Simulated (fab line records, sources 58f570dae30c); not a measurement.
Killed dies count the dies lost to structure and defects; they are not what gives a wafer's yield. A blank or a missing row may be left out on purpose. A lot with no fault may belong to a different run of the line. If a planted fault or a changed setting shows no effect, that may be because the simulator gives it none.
2 desks, one fault / flow berkeley_cmos170 / what lay behind the numbers comes last; until then each desk has only its own

## DESK OF THE TOOL OWNER: implanter-03
For each lot that ran on this tool, the mean over its sampled wafers that have a number, from the tool's own readings at UCB170_PSD_IMPLANT_08. The brackets show how far a lot's mean lies from the usual mean; more than 4 standard deviations puts the lot out of limits, marked OUT.
Columns: A = beam_energy_keV at UCB170_PSD_IMPLANT_08, usual 20.001
lot=L305; first seen here=day 7 23:14; A=19.998
lot=L310; first seen here=day 9 05:11; A=20.008
lot=L311; first seen here=day 9 05:25; A=19.995
lot=L316; first seen here=day 9 19:52; A=19.987
lot=L314; first seen here=day 9 20:12; A=20.228 (+33) OUT
lot=L318; first seen here=day 10 07:27; A=20.229 (+33) OUT
lot=L315; first seen here=day 10 07:45; A=20.219 (+32) OUT
This desk finds L314, L315, L318 out of limits, L314 being first, at day 9 20:12 (beam_energy_keV at UCB170_PSD_IMPLANT_08). Within limits: L305, L310, L311, L316.

## FROM THE METROLOGY DESK
What the gauges read, lot by lot, whatever tool the lot ran on: means of the sampled wafers that have a number. The brackets show how far a lot's mean lies from the usual mean; more than 4 standard deviations puts the lot out of limits, marked OUT.
Columns: A = cd_nm at UCB170_M3_CD_MEAS_15, usual 700.2 nm
lot=L305; first seen here=day 9 06:20; A=700.1
lot=L307; first seen here=day 9 06:41; A=701.0
lot=L306; first seen here=day 9 07:57; A=699.5
lot=L308; first seen here=day 9 20:04; A=700.0
lot=L310; first seen here=day 10 05:55; A=697.7
lot=L311; first seen here=day 10 07:41; A=699.0
lot=L316; first seen here=day 10 23:30; A=699.3
lot=L313; first seen here=day 11 00:23; A=700.6
lot=L314; first seen here=day 11 00:30; A=702.4
lot=L318; first seen here=day 11 11:34; A=699.8
lot=L315; first seen here=day 11 11:51; A=700.6
lot=L322; first seen here=day 12 07:12; A=701.2
lot=L324; first seen here=day 13 08:55; A=699.1
lot=L326; first seen here=day 13 16:55; A=699.5
lot=L325; first seen here=day 14 00:16; A=700.6
Result from this desk: across the 15 lots, nothing is out of limits.

## TAKEN TOGETHER
At day 9 20:12, on L314, L315, L318, the tool owner's desk was in a position to raise an alarm.
The metrology desk saw nothing out of limits.
The metrology desk holds a record of L314, L315, L318, inside its limits.
Every lot named ran UCB170_PSD_IMPLANT_08 on implanter-03.

## WHAT WAS PUT IN BY THE SIMULATOR
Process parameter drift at UCB170_PSD_IMPLANT_08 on implanter-03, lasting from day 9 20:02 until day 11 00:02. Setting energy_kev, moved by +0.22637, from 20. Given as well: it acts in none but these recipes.
Struck lots among those shown: L314, L315, L318.
Hours from the fault's start to each desk's first reading out of limits: the tool owner's desk, 0.
